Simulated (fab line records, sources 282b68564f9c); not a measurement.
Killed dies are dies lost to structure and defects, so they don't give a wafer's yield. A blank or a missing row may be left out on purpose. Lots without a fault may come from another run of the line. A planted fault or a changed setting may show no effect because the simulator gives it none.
fab line records | flow rit_cmos
record lots=14 wafers=42 last_day=7
route steps=202 shown PWELL@45 PRETRO@73 GATE@92 M1@202
lots that met no fault: from a run of the same line without faults
start_h: hours from the record's first day to the start of the lot's first wafer shown | wait_h: hours since the lot's step before | " the same as in the row above | L1.1+2: a row that stands for several wafers | - no value, or no start given | * or withheld: withheld | < > ~ a bound
route shown NAME@n: a module of which the file shows steps, and the number in the route of the first | usual: mean/standard deviation of fault-free wafers | same: alike in all rows | chamber/n: place in a boat | sites: the reading at each site | _std_site: their standard deviation | _edge_site: outer sites' mean less inner sites' | radius_mm: how far each site lies from the wafer's centre | mask NAME#n: copy n | behind: the tool/chamber that last shaped the wafer | hold: why the lot was held/for how many hours/how that ended | device: the transistor (n, p or np) that didn't switch | end of line: the same wafers' tests at the end of the route | a step without rows: its recipe alone | killed: dies lost to structure and defects at the first sort, not the wafer's yield | map: a wafer's dies, x killed, . not, _ none there
set.NAME: the setting as run; set.NAME@STEP: as run at that earlier step | model.NAME: the simulator's own value behind a step, which no gauge read
steps of the route over a sample of lots; a table a step, a row a wafer
services: from which hour (start_h, from the record's first day; less than 0 if before it) a tool's chamber was out of use, for how many hours, and why
## steps
# step RIT_PWELL_OVL_MEAS_06
# usual PWELL_OVL=0.1/1.5
# columns lot.wafer tool chamber start_h wait_h PWELL_OVL[nm]
L205.1 overlay-01 - 27.34 - -0.6
L205.2 " - " " 1.0
L205.4 " - " " 0.6
L206.2 overlay-01 - 33.64 - 0.8
L206.3 " - " " 3.2
L206.5 " - " " 0.2
L209.1 overlay-02 - 50.22 - 0.0
L209.2 " - " " 2.0
L209.5 " - " " -0.3
L210.1 overlay-01 - 53.37 - 0.0
L210.3 " - " " -0.9
L210.5 " - " " -2.1
L211.2 overlay-02 - 57.67 - 0.9
L211.5 " - " " 0.9
L211.6 " - " " 0.4
L215.3 overlay-01 - 79.70 - 1.3
L215.5 " - " " 0.2
L215.6 " - " " 1.1
L216.2 overlay-02 - 82.95 - 2.2
L216.5 " - " " 0.9
L216.6 " - " " 1.7
L218.3 overlay-02 - 92.16 - 2.1
L218.4 " - " " 0.4
L218.6 " - " " 2.7
L220.2 overlay-02 - 101.81 - -1.5
L220.3 " - " " -1.5
L220.5 " - " " -1.7
L221.3 overlay-02 - 106.71 - 0.5
L221.4 " - " " 0.0
L221.5 " - " " -0.5
L223.1 overlay-01 - 117.32 - 1.7
L223.3 " - " " -0.7
L223.6 " - " " -1.0
L224.2 overlay-01 - 122.03 - 0.9
L224.3 " - " " 0.1
L224.5 " - " " 0.7
L226.2 overlay-01 - 132.28 - 1.3
L226.3 " - " " 0.5
L226.6 " - " " -1.0
L227.2 overlay-01 - 137.22 - 0.2
L227.4 " - " " 1.9
L227.6 " - " " -1.4
# step RIT_PWELL_IMPLANT_08
# recipe species=B energy_kev=168.6 dose_cm2=7e+13 tilt_deg=7
# usual dose_ions_cm2=6.998e+13/7.1e+10 faraday_current_uA=222/4.5
# columns lot.wafer tool chamber start_h wait_h dose_ions_cm2 faraday_current_uA
L205.1 implanter-02 0 27.63 0.2 7.005e+13 219
L205.2 " 0 " " 7.013e+13 228
L205.4 " 0 " " 6.987e+13 216
L206.2 implanter-01 0 33.95 0.2 7.003e+13 224
L206.3 " 0 " " 7e+13 225
L206.5 " 0 " " 7.001e+13 217
L209.1 implanter-04 0 50.57 0.2 7.004e+13 223
L209.2 " 0 " " 7.006e+13 215
L209.5 " 0 " " 6.992e+13 219
L210.1 implanter-01 0 53.66 0.2 6.994e+13 222
L210.3 " 0 " " 7.002e+13 219
L210.5 " 0 " " 7e+13 219
L211.2 implanter-04 0 58.13 0.2 7.004e+13 225
L211.5 " 0 " " 6.992e+13 228
L211.6 " 0 " " 6.988e+13 228
L215.3 implanter-01 0 80.03 0.2 7.693e+13 236
L215.5 " 0 " " 7.694e+13 248
L215.6 " 0 " " 7.694e+13 247
L216.2 implanter-01 0 83.35 0.2 7.699e+13 245
L216.5 " 0 " " 7.699e+13 238
L216.6 " 0 " " 7.704e+13 252
L218.3 implanter-04 0 92.48 0.2 6.998e+13 218
L218.4 " 0 " " 7.005e+13 213
L218.6 " 0 " " 7.009e+13 224
L220.2 implanter-04 0 102.11 0.2 7.011e+13 223
L220.3 " 0 " " 7.004e+13 225
L220.5 " 0 " " 6.985e+13 224
L221.3 implanter-02 0 107.03 0.2 6.997e+13 224
L221.4 " 0 " " 6.992e+13 228
L221.5 " 0 " " 6.996e+13 219
L223.1 implanter-04 0 117.60 0.2 6.995e+13 229
L223.3 " 0 " " 6.991e+13 225
L223.6 " 0 " " 7.002e+13 220
L224.2 implanter-04 0 122.34 0.2 6.983e+13 235
L224.3 " 0 " " 6.995e+13 224
L224.5 " 0 " " 6.997e+13 224
L226.2 implanter-04 0 132.58 0.2 7.001e+13 231
L226.3 " 0 " " 7.004e+13 221
L226.6 " 0 " " 7.006e+13 218
L227.2 implanter-02 0 137.53 0.2 7.01e+13 221
L227.4 " 0 " " 6.994e+13 224
L227.6 " 0 " " 7e+13 222
# step RIT_PWELL_TW_MEAS_10
# usual PWELL_TW=946/8.9
# columns lot.wafer tool chamber start_h wait_h PWELL_TW
L205.1 film_metro-03 - 27.95 0.1 938
L205.2 " - " " 930
L205.4 " - " " 933
L206.2 film_metro-04 - 34.26 0.1 946
L206.3 " - " " 941
L206.5 " - " " 944
L209.1 film_metro-03 - 50.90 0.1 935
L209.2 " - " " 934
L209.5 " - " " 938
L210.1 film_metro-03 - 53.98 0.1 932
L210.3 " - " " 929
L210.5 " - " " 934
L211.2 film_metro-03 - 58.44 0.1 940
L211.5 " - " " 940
L211.6 " - " " 943
L215.3 film_metro-04 - 80.32 0.1 974
L215.5 " - " " 973
L215.6 " - " " 975
L216.2 film_metro-01 - 83.66 0.1 987
L216.5 " - " " 986
L216.6 " - " " 987
L218.3 film_metro-03 - 92.77 0.1 946
L218.4 " - " " 939
L218.6 " - " " 942
L220.2 film_metro-01 - 102.42 0.1 955
L220.3 " - " " 953
L220.5 " - " " 955
L221.3 film_metro-04 - 107.32 0.1 946
L221.4 " - " " 941
L221.5 " - " " 947
L223.1 film_metro-03 - 117.93 0.1 937
L223.3 " - " " 934
L223.6 " - " " 932
L224.2 film_metro-01 - 122.65 0.1 944
L224.3 " - " " 948
L224.5 " - " " 950
L226.2 film_metro-04 - 132.89 0.1 942
L226.3 " - " " 949
L226.6 " - " " 944
L227.2 film_metro-03 - 137.84 0.1 941
L227.4 " - " " 939
L227.6 " - " " 942
# step RIT_WELLDRIVE_RS_MEAS_02
# recipe thk_meas_gauge=four-point-probe
# usual PWELL_RS=429.6/1.3
# columns lot.wafer tool chamber start_h wait_h PWELL_RS[ohm/sq]
L205.1 film_metro-03 - 33.33 0.1 429.7
L205.2 " - " " 431.7
L205.4 " - " " 429.5
L206.2 film_metro-01 - 39.53 0.1 430.0
L206.3 " - " " 429.1
L206.5 " - " " 430.0
L209.1 film_metro-03 - 56.16 0.1 429.9
L209.2 " - " " 429.0
L209.5 " - " " 429.1
L210.1 film_metro-04 - 59.24 0.1 431.4
L210.3 " - " " 429.4
L210.5 " - " " 430.6
L211.2 film_metro-04 - 63.71 0.1 428.6
L211.5 " - " " 428.8
L211.6 " - " " 427.3
L215.3 film_metro-01 - 85.61 0.1 403.9
L215.5 " - " " 404.4
L215.6 " - " " 403.9
L216.2 film_metro-01 - 89.73 0.1 404.6
L216.5 " - " " 404.5
L216.6 " - " " 404.2
L218.3 film_metro-04 - 98.06 0.1 432.0
L218.4 " - " " 432.6
L218.6 " - " " 430.8
L220.2 film_metro-01 - 107.84 0.1 429.6
L220.3 " - " " 430.9
L220.5 " - " " 431.2
L221.3 film_metro-03 - 112.61 0.1 430.9
L221.4 " - " " 431.7
L221.5 " - " " 430.7
L223.1 film_metro-01 - 123.19 0.1 431.2
L223.3 " - " " 430.8
L223.6 " - " " 429.2
L224.2 film_metro-01 - 128.29 0.1 431.4
L224.3 " - " " 431.0
L224.5 " - " " 430.3
L226.2 film_metro-04 - 138.16 0.1 427.6
L226.3 " - " " 427.4
L226.6 " - " " 427.4
L227.2 film_metro-03 - 143.11 0.1 430.6
L227.4 " - " " 430.5
L227.6 " - " " 430.5
# step RIT_PRETRO_STRIP_09
# recipe chemistry=O2 time_s=180 resist=NOVOLAK platen_temp_c=withheld power_w=500 pressure_mtorr=4000 o2_flow_sccm=4000
# usual drypump_motor_current_A=5.5/0.31
# columns lot.wafer tool chamber start_h wait_h drypump_motor_current_A rf_hours_counter_h
L205.1 plasma_asher-01 1 36.56 0.1 5.9 24
L205.2 " 0 " " 4.8 24
L205.4 " 0 " " 4.8 -
L206.2 plasma_asher-02 1 42.75 0.1 5.7 40
L206.3 " 0 " " 5.3 -
L206.5 " 1 " " 5.7 -
L209.1 plasma_asher-02 1 59.55 0.1 5.7 42
L209.2 " 0 " " 5.3 42
L209.5 " 1 " " 5.7 -
L210.1 plasma_asher-04 1 62.36 0.1 5.5 43
L210.3 " 1 " " 5.5 -
L210.5 " 1 " " 5.5 -
L211.2 plasma_asher-04 0 66.83 0.1 5.8 43
L211.5 " 1 " " 5.5 -
L211.6 " 0 " " 5.8 -
L215.3 plasma_asher-02 0 88.61 0.1 5.3 -
L215.5 " 1 " " 5.7 -
L215.6 " 0 " " 5.3 -
L216.2 plasma_asher-04 0 92.77 0.1 5.8 47
L216.5 " 1 " " 5.5 -
L216.6 " 0 " " 5.8 -
L218.3 plasma_asher-04 0 101.19 0.1 5.8 -
L218.4 " 1 " " 5.5 -
L218.6 " 1 " " 5.5 -
L220.2 plasma_asher-02 0 111.05 0.1 5.3 48
L220.3 " 1 " " 5.7 -
L220.5 " 0 " " 5.3 -
L221.3 plasma_asher-01 0 115.81 0.1 4.8 -
L221.4 " 1 " " 5.9 -
L221.5 " 0 " " 4.8 -
L223.1 plasma_asher-04 0 126.59 0.1 5.8 1
L223.3 " 0 " " 5.8 -
L223.6 " 0 " " 5.8 -
L224.2 plasma_asher-02 0 131.38 0.1 5.3 50
L224.3 " 1 " " 5.7 -
L224.5 " 0 " " 5.3 -
L226.2 plasma_asher-01 0 141.26 0.1 4.8 34
L226.3 " 1 " " 5.9 -
L226.6 " 1 " " 5.9 -
L227.2 plasma_asher-04 1 146.30 0.1 5.5 3
L227.4 " 1 " " 5.5 -
L227.6 " 1 " " 5.5 -
# step RIT_GATE_CD_MEAS_16
# recipe target_cd_nm=150
# usual cd_nm=148.2/2.2
# columns lot.wafer tool chamber start_h wait_h cd_nm
L205.1 cd_sem-01 - 41.19 - 147.6
L205.2 " - " " 147.0
L205.4 " - " " 146.8
L206.2 cd_sem-02 - 51.76 - 147.5
L206.3 " - " " 149.4
L206.5 " - " " 148.9
L209.1 cd_sem-02 - 65.29 - 152.1
L209.2 " - " " 150.7
L209.5 " - " " 149.9
L210.1 cd_sem-01 - 66.98 - 150.3
L210.3 " - " " 150.6
L210.5 " - " " 148.8
L211.2 cd_sem-01 - 72.73 - 152.5
L211.5 " - " " 150.9
L211.6 " - " " 151.7
L215.3 cd_sem-01 - 93.82 - 148.2
L215.5 " - " " 150.2
L215.6 " - " " 148.8
L216.2 cd_sem-02 - 97.64 - 148.8
L216.5 " - " " 150.9
L216.6 " - " " 149.0
L218.3 cd_sem-01 - 107.87 - 151.0
L218.4 " - " " 149.3
L218.6 " - " " 149.1
L220.2 cd_sem-02 - 116.08 - 150.6
L220.3 " - " " 151.4
L220.5 " - " " 150.5
L221.3 cd_sem-02 - 120.59 - 146.8
L221.4 " - " " 145.8
L221.5 " - " " 148.1
L223.1 cd_sem-02 - 132.61 - 146.8
L223.3 " - " " 147.7
L223.6 " - " " 148.5
L224.2 cd_sem-02 - 136.34 - 149.1
L224.3 " - " " 149.6
L224.5 " - " " 149.9
L226.2 cd_sem-02 - 146.20 - 142.5
L226.3 " - " " 146.6
L226.6 " - " " 145.9
L227.2 cd_sem-01 - 151.19 - 147.4
L227.4 " - " " 144.3
L227.6 " - " " 146.2
# step RIT_M1_PROBE_99
# usual killed_at_contacts=0.1/0.31 killed_at_front_end=7/3.2 killed_dies=7/3.2 killed_open=3.6/2.1 killed_short=3.5/2.1
# same gross_dies=264 killed_at_M0_to_M3=0 killed_at_M4_up=0 killed_at_back_side=0 killed_at_other=0
# columns lot.wafer tool chamber start_h wait_h killed_at_contacts killed_at_front_end killed_dies killed_open killed_short
L205.1 prober-02 - 63.67 0.1 0 1 1 0 1
L205.2 prober-02 - 63.72 0.1 0 6 6 2 4
L205.4 prober-02 - 63.82 0.2 0 4 4 3 1
L206.2 prober-01 - 73.72 0.1 0 14 14 3 9
L206.3 prober-01 - 73.77 0.2 0 12 12 8 4
L206.5 prober-01 - 73.87 0.2 0 11 11 6 4
L209.1 prober-01 - 85.74 0.1 0 6 6 3 3
L209.2 prober-01 - 85.79 0.1 0 7 7 4 3
L209.5 prober-01 - 85.94 0.2 0 5 5 3 2
L210.1 prober-02 - 88.82 0.1 0 6 6 2 4
L210.3 prober-02 - 88.92 0.2 0 3 3 1 2
L210.5 prober-02 - 89.02 0.2 0 3 3 2 1
L211.2 prober-01 - 92.93 0.1 0 9 9 5 4
L211.5 prober-01 - 93.08 0.2 0 7 7 4 3
L211.6 prober-01 - 93.13 0.2 0 5 5 2 3
L215.3 prober-01 - 115.79 0.2 0 6 6 3 3
L215.5 prober-01 - 115.89 0.2 0 6 6 5 1
L215.6 prober-01 - 115.94 0.2 0 4 4 2 2
L216.2 prober-02 - 120.14 0.1 0 10 10 5 5
L216.5 prober-02 - 120.29 0.2 0 5 5 3 2
L216.6 prober-02 - 120.34 0.2 0 6 6 3 3
L218.3 prober-02 - 129.80 0.2 0 6 6 4 2
L218.4 prober-02 - 129.85 0.2 0 13 13 6 7
L218.6 prober-02 - 129.95 0.2 0 5 5 4 1
L220.2 prober-02 - 137.96 0.1 0 7 7 3 4
L220.3 prober-02 - 138.01 0.2 0 4 4 2 2
L220.5 prober-02 - 138.11 0.2 0 3 3 2 1
L221.3 prober-01 - 140.92 0.2 0 6 6 4 2
L221.4 prober-01 - 140.97 0.2 0 6 6 5 1
L221.5 prober-01 - 141.02 0.2 0 7 7 3 4
L223.1 prober-01 - 154.89 0.1 0 9 9 6 3
L223.3 prober-01 - 154.99 0.2 0 7 7 3 4
L223.6 prober-01 - 155.14 0.2 0 9 9 5 4
L224.2 prober-02 - 156.44 0.1 0 2 2 0 2
L224.3 prober-02 - 156.49 0.2 0 6 6 2 4
L224.5 prober-02 - 156.59 0.2 0 10 10 1 9
L226.2 prober-02 - 167.92 0.1 0 4 4 2 2
L226.3 prober-02 - 167.97 0.2 1 6 7 4 3
L226.6 prober-02 - 168.12 0.2 0 4 4 2 2
L227.2 prober-01 - 173.05 0.1 1 8 9 6 3
L227.4 prober-01 - 173.15 0.2 0 12 12 8 4
L227.6 prober-01 - 173.25 0.2 0 10 10 4 5
# killed by level:class
L205.1 SILICIDE:geometric_particle:short=1
L205.2 GATE:geometric_particle:short=3 FOX1:geometric_particle:short=1 FOX2:geometric_particle:open=1 SILICIDE:geometric_particle:open=1
L205.4 FOX2:geometric_particle:open=1 GATE:geometric_particle:open=1 GATE:geometric_particle:short=1 REOX:geometric_particle:open=1
L206.2 GATE:geometric_particle:short=3 FOX1:geometric_particle:short=2 FOX2:geometric_particle:open=2 FOX2:geometric_particle:short=2 REOX:geometric_particle:short=2 PLDD:coat_microbubble_printed=2 GATE:geometric_particle:open=1
L206.3 GATE:geometric_particle:open=6 GATE:geometric_particle:short=2 FOX1:geometric_particle:open=1 FOX2:geometric_particle:open=1 SPACER:geometric_particle:short=1 SILICIDE:geometric_particle:short=1
L206.5 GATE:geometric_particle:open=4 REOX:geometric_particle:short=2 SILICIDE:geometric_particle:open=2 FOX1:geometric_particle:short=1 FOX2:geometric_particle:short=1 PLDD:coat_microbubble_printed=1
L209.1 GATE:geometric_particle:open=2 REOX:geometric_particle:short=1 SPACER:geometric_particle:short=1 SILICIDE:geometric_particle:open=1 SILICIDE:geometric_particle:short=1
L209.2 GATE:geometric_particle:open=2 SPACER:geometric_particle:open=2 GATE:geometric_particle:short=1 REOX:geometric_particle:short=1 SPACER:geometric_particle:short=1
L209.5 FOX1:geometric_particle:open=1 FOX2:geometric_particle:open=1 GATE:geometric_particle:open=1 GATE:geometric_particle:short=1 SPACER:geometric_particle:short=1
L210.1 GATE:geometric_particle:short=2 SILICIDE:geometric_particle:short=2 SPACER:geometric_particle:open=1 SILICIDE:geometric_particle:open=1
L210.3 FOX1:geometric_particle:short=1 GATE:geometric_particle:short=1 SPACER:geometric_particle:open=1
L210.5 FOX1:geometric_particle:short=1 GATE:geometric_particle:open=1 REOX:geometric_particle:open=1
L211.2 GATE:geometric_particle:open=2 SILICIDE:geometric_particle:open=2 FOX1:geometric_particle:open=1 FOX2:geometric_particle:short=1 GATE:geometric_particle:short=1 REOX:geometric_particle:short=1 SPACER:geometric_particle:short=1
L211.5 GATE:geometric_particle:open=3 REOX:geometric_particle:short=2 GATE:geometric_particle:short=1 REOX:geometric_particle:open=1
L211.6 REOX:geometric_particle:short=2 GATE:geometric_particle:open=1 REOX:geometric_particle:open=1 SILICIDE:geometric_particle:short=1
L215.3 FOX1:geometric_particle:short=2 FOX1:geometric_particle:open=2 GATE:geometric_particle:short=1 REOX:geometric_particle:open=1
L215.5 GATE:geometric_particle:open=2 REOX:geometric_particle:open=2 GATE:geometric_particle:short=1 SPACER:geometric_particle:open=1
L215.6 FOX1:geometric_particle:open=1 GATE:geometric_particle:open=1 GATE:geometric_particle:short=1 SPACER:geometric_particle:short=1
L216.2 GATE:geometric_particle:short=2 ACTIVE:geometric_particle:short=1 FOX1:geometric_particle:open=1 FOX2:geometric_particle:open=1 GATE:geometric_particle:open=1 REOX:geometric_particle:open=1 SPACER:geometric_particle:open=1 SPACER:geometric_particle:short=1
L216.5 FOX1:geometric_particle:short=1 FOX1:geometric_particle:open=1 REOX:geometric_particle:open=1 SPACER:geometric_particle:open=1 SILICIDE:geometric_particle:short=1
L216.6 SILICIDE:geometric_particle:short=2 GATE:geometric_particle:short=1 GATE:geometric_particle:open=1 REOX:geometric_particle:open=1 SILICIDE:geometric_particle:open=1
L218.3 GATE:geometric_particle:open=3 FOX1:geometric_particle:open=1 REOX:geometric_particle:short=1 SILICIDE:geometric_particle:short=1
L218.4 SILICIDE:geometric_particle:open=5 GATE:geometric_particle:short=4 SPACER:geometric_particle:short=2 GATE:geometric_particle:open=1 SILICIDE:geometric_particle:short=1
L218.6 SILICIDE:geometric_particle:open=3 FOX2:geometric_particle:short=1 REOX:geometric_particle:open=1
L220.2 GATE:geometric_particle:short=3 GATE:geometric_particle:open=2 REOX:geometric_particle:short=1 REOX:geometric_particle:open=1
L220.3 GATE:geometric_particle:short=2 GATE:geometric_particle:open=1 SPACER:geometric_particle:open=1
L220.5 FOX1:geometric_particle:open=1 GATE:geometric_particle:short=1 SPACER:geometric_particle:open=1
L221.3 GATE:geometric_particle:open=2 FOX1:geometric_particle:open=1 GATE:geometric_particle:short=1 SILICIDE:geometric_particle:short=1 SILICIDE:geometric_particle:open=1
L221.4 GATE:geometric_particle:open=4 FOX1:geometric_particle:short=1 FOX1:geometric_particle:open=1
L221.5 FOX1:geometric_particle:open=2 FOX1:geometric_particle:short=2 FOX2:geometric_particle:short=1 GATE:geometric_particle:short=1 SPACER:geometric_particle:open=1
L223.1 FOX1:geometric_particle:short=2 GATE:geometric_particle:open=2 FOX1:geometric_particle:open=1 FOX2:geometric_particle:open=1 REOX:geometric_particle:open=1 SPACER:geometric_particle:short=1 SILICIDE:geometric_particle:open=1
L223.3 FOX2:geometric_particle:open=2 GATE:geometric_particle:short=2 FOX1:geometric_particle:short=1 SILICIDE:geometric_particle:open=1 SILICIDE:geometric_particle:short=1
L223.6 SPACER:geometric_particle:open=2 FOX2:geometric_particle:short=1 FOX1:geometric_particle:short=1 GATE:geometric_particle:short=1 GATE:geometric_particle:open=1 REOX:geometric_particle:open=1 SPACER:geometric_particle:short=1 SILICIDE:geometric_particle:open=1
L224.2 SPACER:geometric_particle:short=2
L224.3 GATE:geometric_particle:short=3 FOX2:geometric_particle:open=1 SPACER:geometric_particle:open=1 SILICIDE:geometric_particle:short=1
L224.5 REOX:geometric_particle:short=3 SPACER:geometric_particle:short=2 FOX1:geometric_particle:short=1 FOX2:geometric_particle:short=1 GATE:geometric_particle:open=1 GATE:geometric_particle:short=1 SILICIDE:geometric_particle:short=1
L226.2 FOX1:geometric_particle:short=2 FOX2:geometric_particle:open=2
L226.3 GATE:geometric_particle:open=2 GATE:geometric_particle:short=2 REOX:geometric_particle:open=1 SPACER:geometric_particle:short=1 CONTACT:geometric_particle:open=1
L226.6 REOX:geometric_particle:short=2 REOX:geometric_particle:open=2
L227.2 GATE:geometric_particle:open=3 FOX2:geometric_particle:short=1 GATE:geometric_particle:short=1 REOX:geometric_particle:open=1 SPACER:geometric_particle:open=1 SILICIDE:geometric_particle:open=1 CONTACT:geometric_particle:short=1
L227.4 GATE:geometric_particle:open=4 FOX2:geometric_particle:open=3 ACTIVE:geometric_particle:short=1 GATE:geometric_particle:short=1 REOX:geometric_particle:short=1 SPACER:geometric_particle:short=1 SPACER:geometric_particle:open=1
L227.6 GATE:geometric_particle:short=3 SILICIDE:geometric_particle:open=2 GATE:geometric_particle:open=1 REOX:geometric_particle:short=1 SPACER:geometric_particle:open=1 SILICIDE:geometric_particle:short=1 PSD:coat_microbubble_printed=1
## services
# columns tool chamber start_h hours kind
implanter-04 - 4.26 6.0 repair
implanter-01 - 19.52 6.7 repair
implanter-04 - 26.49 6.9 pm
implanter-04 - 37.59 0.6 repair
plasma_asher-04 - 54.47 2.2 repair
plasma_asher-01 - 70.32 15.6 pm
plasma_asher-04 - 108.75 9.0 pm
plasma_asher-04 0 108.75 9.0 vent_cycle
plasma_asher-04 1 108.75 9.0 vent_cycle
plasma_asher-04 0 117.75 - clean
plasma_asher-04 1 117.75 - clean
implanter-04 - 118.21 3.3 pm
plasma_asher-02 - 122.05 2.1 repair
implanter-04 - 123.72 1.7 repair
## key
first_sign step=RIT_PWELL_IMPLANT_08 reading=dose_ions_cm2 direction=up sigmas=99 usual=6.998e+13 struck=7.697e+13
effect step=RIT_PWELL_IMPLANT_08 reading=faraday_current_uA direction=up sigmas=5.1 usual=222 struck=244
effect step=RIT_PWELL_TW_MEAS_10 reading=PWELL_TW direction=up sigmas=3.9 usual=946 struck=980
effect step=RIT_WELLDRIVE_RS_MEAS_02 reading=PWELL_RS direction=down sigmas=20 usual=429.6 struck=404.2
met_at RIT_PWELL_IMPLANT_08
struck_lots L215,L216
tester_left_out L215,L216
not_acting_at RIT_PWELL_OVL_MEAS_06,RIT_PRETRO_STRIP_09,RIT_GATE_CD_MEAS_16
onset_between 53.66 80.03
fault kind=process_parameter_drift tool=implanter-01 chamber=- onset_h=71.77 steps=RIT_PWELL_IMPLANT_08 channel=dose_cm2 offset=7e+12 shape=step end_h=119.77 acts_in=these_recipes_only stated=7e+13
# tester_left_out: of these lots the tester's yield and bins aren't shown, on N5 and GAA mostly nor the transistor test; their killed dies are dies lost to structure and defects alone, not to doping, threshold or leakage, so they don't give the yield
